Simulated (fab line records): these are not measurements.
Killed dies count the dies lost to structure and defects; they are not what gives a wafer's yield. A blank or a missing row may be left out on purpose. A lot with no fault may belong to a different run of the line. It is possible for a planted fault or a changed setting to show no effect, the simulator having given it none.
Which of the tools did it?    flow berkeleyCmos170    14 lots with 42 wafers sampled at 5 steps, on a route of 331 steps

## WHAT THE GAUGES SHOWED, per wafer
UCB170_SDANNEAL_RS_MEAS_02: a four-point-probe measurement. Usual: PSD_RS typically reads 75.59 ohm/sq, with standard deviation 0.27.
lot   measured      on            PSD_RS (ohm/sq)    flag
L702  day 7 13:56   filmMetro-03  75.60 75.58 75.45  
L701  day 7 15:02   filmMetro-04  75.55 75.85 76.20  
L705  day 7 20:15   filmMetro-02  75.33 75.75 75.87  
L704  day 7 20:17   filmMetro-04  75.30 75.31 75.69  
L707  day 8 05:34   filmMetro-04  75.94 75.76 75.72  
L709  day 8 05:45   filmMetro-02  75.59 75.56 75.47  
L708  day 8 06:01   filmMetro-03  75.45 75.32 75.90  
L711  day 9 02:37   filmMetro-04  75.71 75.65 75.71  
L710  day 9 02:55   filmMetro-03  75.67 75.69 75.83  
L712  day 9 09:42   filmMetro-03  75.67 75.56 75.54  
L718  day 10 15:29  filmMetro-03  75.44 75.41 75.45  
L721  day 11 06:59  filmMetro-04  74.94 75.14 75.32  
L722  day 11 16:28  filmMetro-04  75.91 75.99 75.87  
L723  day 11 21:03  filmMetro-04  75.86 75.85 75.44  

UCB170_V2_CD_MEAS_90: the cd target is 700 nm. Usual: cdNm 699.6 nm, standard deviation 1.4.
lot   measured      on        cdNm (nm)          flag
L702  day 8 11:35   cdSem-01  699.2 697.8 697.8  
L701  day 8 15:14   cdSem-02  698.3 700.0 701.0  
L705  day 8 20:49   cdSem-01  698.4 698.4 699.3  
L704  day 8 19:58   cdSem-02  699.9 700.1 699.3  
L707  day 9 04:19   cdSem-01  699.7 699.5 699.8  
L709  day 9 04:39   cdSem-02  699.2 698.2 698.7  
L708  day 9 05:37   cdSem-02  700.4 700.4 700.1  
L711  day 9 22:38   cdSem-01  697.8 697.9 699.3  
L710  day 9 22:20   cdSem-02  698.9 697.2 697.2  
L712  day 10 10:33  cdSem-01  699.3 700.5 700.4  
L718  day 11 11:31  cdSem-02  696.6 697.7 698.3  
L721  day 12 04:03  cdSem-02  699.9 701.1 701.6  
L722  day 12 11:43  cdSem-02  699.4 699.1 699.0  
L723  day 12 20:52  cdSem-02  697.1 697.6 697.3  

UCB170_M3_RS_MEAS_02: a four-point-probe measurement. Usual: M3_AL_RS typically reads 0.0323 ohm/sq, with standard deviation 0.0003.
lot   measured      on            M3_AL_RS (ohm/sq)     flag
L702  day 8 11:52   filmMetro-04  0.0320 0.0322 0.0323  
L701  day 8 15:31   filmMetro-03  0.0322 0.0322 0.0324  
L705  day 8 21:05   filmMetro-03  0.0324 0.0324 0.0326  
L704  day 8 20:14   filmMetro-04  0.0324 0.0324 0.0327  
L707  day 9 04:35   filmMetro-04  0.0318 0.0322 0.0321  
L709  day 9 04:55   filmMetro-04  0.0321 0.0324 0.0324  
L708  day 9 05:53   filmMetro-02  0.0327 0.0323 0.0323  
L711  day 9 22:55   filmMetro-02  0.0320 0.0319 0.0322  
L710  day 9 22:36   filmMetro-04  0.0313 0.0316 0.0318  
L712  day 10 10:49  filmMetro-02  0.0318 0.0319 0.0317  
L718  day 11 11:47  filmMetro-03  0.0373 0.0375 0.0374  OFF
L721  day 12 04:19  filmMetro-02  0.0369 0.0369 0.0369  OFF
L722  day 12 11:59  filmMetro-02  0.0324 0.0321 0.0323  
L723  day 12 21:08  filmMetro-02  0.0321 0.0321 0.0320  

UCB170_M3_THK_MEAS_03: measures by xrf. Usual: M3_AL_THK typically reads 875 nm, with standard deviation 8.
lot   measured      on            M3_AL_THK (nm)  flag
L702  day 8 11:58   filmMetro-04  884 876 872     
L701  day 8 15:37   filmMetro-03  882 879 876     
L705  day 8 21:13   filmMetro-03  869 878 868     
L704  day 8 20:20   filmMetro-04  876 866 863     
L707  day 9 04:42   filmMetro-04  882 873 871     
L709  day 9 05:01   filmMetro-04  875 865 870     
L708  day 9 06:01   filmMetro-02  866 877 874     
L711  day 9 23:00   filmMetro-02  885 890 880     
L710  day 9 22:43   filmMetro-04  890 897 880     
L712  day 10 10:55  filmMetro-02  882 883 885     
L718  day 11 11:54  filmMetro-03  776 774 775     OFF
L721  day 12 04:26  filmMetro-02  783 786 779     OFF
L722  day 12 12:06  filmMetro-02  871 875 869     
L723  day 12 21:16  filmMetro-02  882 879 887     

## WHAT TOOL EACH LOT RAN ON (gives the tool, then ch and the chambers of the sampled wafers, and finally the start)
lot   UCB170_M3_SPUTTER_01
L702  pvdSputter-04, day 8 11:45
L701  pvdSputter-04, day 8 15:23
L705  pvdSputter-03, day 8 21:01
L704  pvdSputter-01, day 8 20:06
L707  pvdSputter-04, day 9 04:30
L709  pvdSputter-01, day 9 04:46
L708  pvdSputter-03, day 9 05:49
L711  pvdSputter-04, day 9 22:49
L710  pvdSputter-01, day 9 22:29
L712  pvdSputter-01, day 10 10:42
L718  pvdSputter-04, day 11 11:41
L721  pvdSputter-04, day 12 04:14
L722  pvdSputter-01, day 12 11:54
L723  pvdSputter-03, day 12 21:04
- UCB170_M3_SPUTTER_01: material Al, target thk 900 nm, time 120 s.

## WHAT THE TOOLS THEMSELVES READ (means of the sampled wafers that have a number; where no wafer has one, the mark that the record gives instead)
UCB170_M3_SPUTTER_01. Usual: throttleValvePct 30.1 %, standard deviation 0.71.
lot   tool           throttleValvePct (%)  flag
L702  pvdSputter-04  30.1                  
L701  pvdSputter-04  29.5                  
L705  pvdSputter-03  29.7                  
L704  pvdSputter-01  30.5                  
L707  pvdSputter-04  30.6                  
L709  pvdSputter-01  30.4                  
L708  pvdSputter-03  29.7                  
L711  pvdSputter-04  30.2                  
L710  pvdSputter-01  29.9                  
L712  pvdSputter-01  29.9                  
L718  pvdSputter-04  29.9                  
L721  pvdSputter-04  29.3                  
L722  pvdSputter-01  30.7                  
L723  pvdSputter-03  30.3                  

## THE ANSWER, worked out from the rows above alone
Rule: a lot is off if the mean of its wafers that have a number lies more than 3 standard deviations from the usual mean. Also off: a lot with no number at a reading for which 4 or more lots have one. All remaining lots with rows at the step are treated as sound. The gauges are gone through in route order, then the tools' own readings, and for those a lot's mean is taken as printed above. At the first step where some lot is off, the reading lying furthest off is the one used; lots without a number count as furthest.
Off: at UCB170_M3_RS_MEAS_02 (M3_AL_RS), L718, L721.
If a tool, at a process step before that reading, ran all the lots that are off and no sound lot after the first of them, it fits. Those tools and the gauges at UCB170_M3_RS_MEAS_02 are tried in the same way. One candidate fits, namely pvdSputter-04 at UCB170_M3_SPUTTER_01. A fault onset in the window from L711 (day 9 22:49, its last sound lot) to L718 (day 11 11:41, its first lot off) fits.

## WHAT THE SIMULATOR HAD INSERTED
Site profile drift: pvdSputter-04, from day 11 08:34 on, at UCB170_M3_SPUTTER_01. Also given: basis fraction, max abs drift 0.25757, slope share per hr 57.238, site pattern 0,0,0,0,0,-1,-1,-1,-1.
Shown lots that were struck: L718, L721. This agrees with what the rule above found.
